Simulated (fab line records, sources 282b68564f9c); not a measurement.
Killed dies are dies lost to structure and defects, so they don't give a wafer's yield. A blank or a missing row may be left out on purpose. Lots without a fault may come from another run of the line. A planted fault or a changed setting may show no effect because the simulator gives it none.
A struck lot beside a sound one | flow rit_cmos | 15 steps out of a route of 202
Sound: wafers L323.3, L323.5, L323.6. Struck: wafer L341.2. The cause comes at the end.
At each step with rows: each side's tool, then ch and its chambers, then its first start. Under that, the readings that differ: sound wafers | struck wafers | difference of the means | sigmas: that difference in standard deviations of wafers without a fault.
alike: readings whose means differ by less than 2 such deviations, and words and numbers that are the same on both sides. not compared: withheld readings, readings that some wafer has no value for, bounds like >300 that may hide the same value, and numbers for which the record gives no deviation and whose values overlap.
The two part at a step that has a row with sigmas, a row that says differs or no value, or rows on one side only. Numbers that don't overlap but have no deviation are shown without sigmas and don't part them. A reading that every wafer of one side lacks parts them only if that side has two wafers or more.

RIT_SILICIDE_RTA_06: time 10 s, ramp up 5 s, ramp down 10 s.
  sound on rtp_anneal-01 ch 0, day 3 06:48; struck on rtp_anneal-01 ch 0, day 7 02:20
  alike: wafer_temp_C_max
RIT_CONTACT_CVD_00: deposits SiO2 from TEOS, target thk 400 nm, time 61 s.
  sound on pecvd-04 ch 0,2, day 3 06:51; struck on pecvd-03 ch 2, day 7 02:23
  alike: heater_power_w
RIT_CONTACT_THK_MEAS_01:
  sound on film_metro-02, day 3 06:55; struck on film_metro-02, day 7 02:27
  alike: CONTACT_TEOS_THK
then, 6 steps without rows for these wafers: RIT_CONTACT_HMDS_02 (prime time 60 s); RIT_CONTACT_COAT_03 (resist thk 1000 nm); RIT_CONTACT_SOFTBAKE_04 (time 60 s); RIT_CONTACT_EXPOSE_05 (exposes mask M11, target cd 1000 nm); RIT_CONTACT_PEB_06; RIT_CONTACT_DEVELOP_07 (develop time 120 s).
RIT_CONTACT_CD_MEAS_08: target cd 1000 nm.
  sound on cd_sem-02, day 3 07:58; struck on cd_sem-02, day 7 03:29
  alike: cd_nm
RIT_CONTACT_OVL_MEAS_09:
  sound on overlay-01, day 3 08:04; struck on overlay-01, day 7 03:35
  alike: CONTACT_OVL
then, 1 step without rows for these wafers: RIT_CONTACT_HARDBAKE_10 (time 60 s).
RIT_CONTACT_ETCH_11: etches SiO2 in CHF3/CF4/Ar, stops on TiSi2, target depth 480 nm, time 320 s.
  sound on rie_diel-04 ch 0,1,2, day 3 08:14; struck on rie_diel-03 ch 0, day 7 03:49
  reading                                      | sound             | struck | difference | sigmas
  drypump_motor_current_A (A)                  | 5.1 5.4 5.0       | 6.0    | +0.8       | +2
  over_etch_frac                               | 0.2 0.2 0.2       | 0.4022 | +0.2022    |
  throttle_valve_pct (%)                       | 8.92 8.63 8.67    | 9.03   | +0.29      | +2
  model.NOVOLAK_of_CONTACT_COAT_03.thk_nm (nm) | 769.5 766.9 771.3 | 748.4  | -20.8      |
  alike: O2_flow_sccm, oes_product_au
  not compared: rf_hours_counter_h
RIT_CONTACT_STRIP_12: strips in O2, time 180 s.
  sound on plasma_asher-04 ch 0,1, day 3 08:29; struck on plasma_asher-03 ch 1, day 7 04:01
  reading                | sound | struck | difference                   | sigmas
  rf_hours_counter_h (h) | - - - | 34     | no value on the sound wafers |
  alike: drypump_motor_current_A
RIT_M1_PROBE_99:
  sound on prober-01, day 3 13:23; struck on prober-02, day 7 08:47
  reading                              | sound             | struck | difference | sigmas
  model.etest.nmos_0p3.r_on_ohm_um     | 2205 2246 2153    | 2288   | +87        |
  model.etest.pwell.rs_ohm_sq          | 414.4 413.2 418   | 489.4  | +74.2      |
  model.etest.pwell_pinched.rs_ohm_sq  | 462.5 460.8 456.2 | 477.6  | +17.8      |
  model.etest.nmos_0p3.drive_ua_um     | 216.7 213.8 217.9 | 200.2  | -15.9      |
  model.etest.npoly_line.line_ohm_um   | 175.4 172.8 171.9 | 183.3  | +9.9       |
  model.etest.ppoly_line.line_ohm_um   | 167.9 167 161.6   | 173.7  | +8.2       |
  model.etest.npoly_line.width_nm (nm) | 100.4 102.1 102.8 | 97.96  | -3.81      |
  model.etest.ppoly_line.width_nm (nm) | 101.5 103 103.3   | 98.6   | -4.0       |
  alike: killed_at_front_end, killed_dies, killed_open, killed_short

WHERE THEY PART
First at RIT_CONTACT_ETCH_11; last, within this record, at RIT_CONTACT_STRIP_12. Later steps at which nothing parts them and some readings are alike: RIT_M1_PROBE_99.

WHY: what the simulator had put in
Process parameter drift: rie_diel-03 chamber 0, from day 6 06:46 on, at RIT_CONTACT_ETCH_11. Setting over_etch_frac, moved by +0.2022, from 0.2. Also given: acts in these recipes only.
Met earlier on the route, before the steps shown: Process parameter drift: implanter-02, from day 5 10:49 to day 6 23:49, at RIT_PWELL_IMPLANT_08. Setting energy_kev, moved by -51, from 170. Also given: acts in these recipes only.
